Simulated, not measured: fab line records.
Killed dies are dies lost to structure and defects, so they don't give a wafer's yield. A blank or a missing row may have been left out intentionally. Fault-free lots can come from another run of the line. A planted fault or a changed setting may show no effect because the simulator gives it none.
Split-lot study / flow berkeley-cmos170 / route with 331 steps; 5 lots, 23 wafers read

## ABOUT THE SPLIT
At UCB170_PVT_IMPLANT_07, the setting energy-kev was moved away from the recipe's 30 on 5 of the 23 wafers read, by -4.5% to +4.6%. All remaining wafers had this setting at the recipe value.

The reading comes from the split's own step.

## THE READING
implant.rp-nm (the simulator's own value, which no gauge read), in nm, at UCB170_PVT_IMPLANT_07. The file gives no usual value for it. The 18 wafers here that ran the recipe average 35.99 nm, standard deviation 1.2 nm.

wafer=L074.2; tool, chamber at the split=implanter-01, 0; energy-kev as run=30; against the recipe=recipe; implant.rp-nm, nm=34.89; against lot-mates on the recipe=-
wafer=L074.4; tool, chamber at the split=implanter-01, 0; energy-kev as run=30; against the recipe=recipe; implant.rp-nm, nm=34.89; against lot-mates on the recipe=-
wafer=L074.6; tool, chamber at the split=implanter-01, 0; energy-kev as run=30; against the recipe=recipe; implant.rp-nm, nm=34.89; against lot-mates on the recipe=-
wafer=L078.1; tool, chamber at the split=implanter-01, 0; energy-kev as run=28.65; against the recipe=-4.5%; implant.rp-nm, nm=34.54; against lot-mates on the recipe=-1.09
wafer=L078.2; tool, chamber at the split=implanter-01, 0; energy-kev as run=28.65; against the recipe=-4.5%; implant.rp-nm, nm=34.54; against lot-mates on the recipe=-1.09
wafer=L078.5; tool, chamber at the split=implanter-01, 0; energy-kev as run=28.65; against the recipe=-4.5%; implant.rp-nm, nm=34.54; against lot-mates on the recipe=-1.09
wafer=L078.3; tool, chamber at the split=implanter-01, 0; energy-kev as run=30; against the recipe=recipe; implant.rp-nm, nm=35.63; against lot-mates on the recipe=-
wafer=L078.6; tool, chamber at the split=implanter-01, 0; energy-kev as run=30; against the recipe=recipe; implant.rp-nm, nm=35.63; against lot-mates on the recipe=-
wafer=L079.1; tool, chamber at the split=implanter-04, 0; energy-kev as run=30; against the recipe=recipe; implant.rp-nm, nm=37.56; against lot-mates on the recipe=-
wafer=L079.3; tool, chamber at the split=implanter-04, 0; energy-kev as run=30; against the recipe=recipe; implant.rp-nm, nm=37.56; against lot-mates on the recipe=-
wafer=L079.4; tool, chamber at the split=implanter-04, 0; energy-kev as run=30; against the recipe=recipe; implant.rp-nm, nm=37.56; against lot-mates on the recipe=-
wafer=L079.5; tool, chamber at the split=implanter-04, 0; energy-kev as run=30; against the recipe=recipe; implant.rp-nm, nm=37.56; against lot-mates on the recipe=-
wafer=L079.6; tool, chamber at the split=implanter-04, 0; energy-kev as run=30; against the recipe=recipe; implant.rp-nm, nm=37.56; against lot-mates on the recipe=-
wafer=L084.1; tool, chamber at the split=implanter-03, 0; energy-kev as run=30; against the recipe=recipe; implant.rp-nm, nm=36.95; against lot-mates on the recipe=-
wafer=L084.5; tool, chamber at the split=implanter-03, 0; energy-kev as run=30; against the recipe=recipe; implant.rp-nm, nm=36.95; against lot-mates on the recipe=-
wafer=L084.6; tool, chamber at the split=implanter-03, 0; energy-kev as run=30; against the recipe=recipe; implant.rp-nm, nm=36.95; against lot-mates on the recipe=-
wafer=L084.3; tool, chamber at the split=implanter-03, 0; energy-kev as run=31.39; against the recipe=+4.6%; implant.rp-nm, nm=38.57; against lot-mates on the recipe=+1.62
wafer=L084.4; tool, chamber at the split=implanter-03, 0; energy-kev as run=31.39; against the recipe=+4.6%; implant.rp-nm, nm=38.57; against lot-mates on the recipe=+1.62
wafer=L085.1; tool, chamber at the split=implanter-01, 0; energy-kev as run=30; against the recipe=recipe; implant.rp-nm, nm=34.64; against lot-mates on the recipe=-
wafer=L085.2; tool, chamber at the split=implanter-01, 0; energy-kev as run=30; against the recipe=recipe; implant.rp-nm, nm=34.64; against lot-mates on the recipe=-
wafer=L085.3; tool, chamber at the split=implanter-01, 0; energy-kev as run=30; against the recipe=recipe; implant.rp-nm, nm=34.64; against lot-mates on the recipe=-
wafer=L085.4; tool, chamber at the split=implanter-01, 0; energy-kev as run=30; against the recipe=recipe; implant.rp-nm, nm=34.64; against lot-mates on the recipe=-
wafer=L085.6; tool, chamber at the split=implanter-01, 0; energy-kev as run=30; against the recipe=recipe; implant.rp-nm, nm=34.64; against lot-mates on the recipe=-

THE FIT
A straight line over all 23 wafers: implant.rp-nm changes by +0.424 nm for each +1% of energy-kev; r = +0.62; the points scatter about the line by 1.2 nm.
The same after taking each lot's own level away (the mean of its wafers on the recipe; 23 wafers): +0.289 nm for each +1%; r = +0.99; scatter 0.1 nm.
That fit puts the effect of the largest move of energy-kev on the reading at 1.3 nm.
From 34.640 to 37.560 nm: that is the span of the lots' own levels, equal to 2.3 times the standard deviation above.
So the lot-to-lot level blurs the effect unless lot-mates are compared.
Check: with one of the wafers moved furthest among these (+4.6%) left out of the fit, the line predicts +1.31 nm for it against its lot-mates. It came out at +1.62 nm against them.

## OTHER SPLITS APPLIED TO THESE WAFERS
Other splits were also applied to these wafers ahead of the reading. Each is held against what the fit with the lots' levels taken away leaves over:
other split on the same wafers=UCB170_ZERO_COAT_01 resist-thk-nm; wafers away from the commonest value=6; r with implant.rp-nm (lot level and that fit taken away)=-0.03
other split on the same wafers=UCB170_NWELL_CVD_04 time-s; wafers away from the commonest value=15; r with implant.rp-nm (lot level and that fit taken away)=+0.31
other split on the same wafers=UCB170_NWELL_ETCH_13 over-etch-frac; wafers away from the commonest value=5; r with implant.rp-nm (lot level and that fit taken away)=+0.09
other split on the same wafers=UCB170_PWELL_CVD_05 sih2cl2-flow-sccm; wafers away from the commonest value=15; r with implant.rp-nm (lot level and that fit taken away)=-0.17
other split on the same wafers=UCB170_ACTIVE_EXPOSE_10 dose-mj; wafers away from the commonest value=9; r with implant.rp-nm (lot level and that fit taken away)=+0.27
other split on the same wafers=UCB170_NVT_IMPLANT_07 dose-cm2; wafers away from the commonest value=11; r with implant.rp-nm (lot level and that fit taken away)=+0.28

## THE WHOLE CHAIN: every reading that the file lists as answering this split, in the file's order
step=UCB170_PVT_IMPLANT_07; what it does=; reading=implant.drp-nm (the simulator's own value, which no gauge read); change (the file's fit)=+0.12 nm for each +1% of the setting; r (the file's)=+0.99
step=UCB170_PVT_IMPLANT_07; what it does=; reading=implant.rp-nm (the simulator's own value, which no gauge read); change (the file's fit)=+0.298 nm for each +1% of the setting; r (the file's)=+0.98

## FILE'S OWN FIT
implant.rp-nm changes by +0.298 nm for each +1% of energy-kev, r = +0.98.
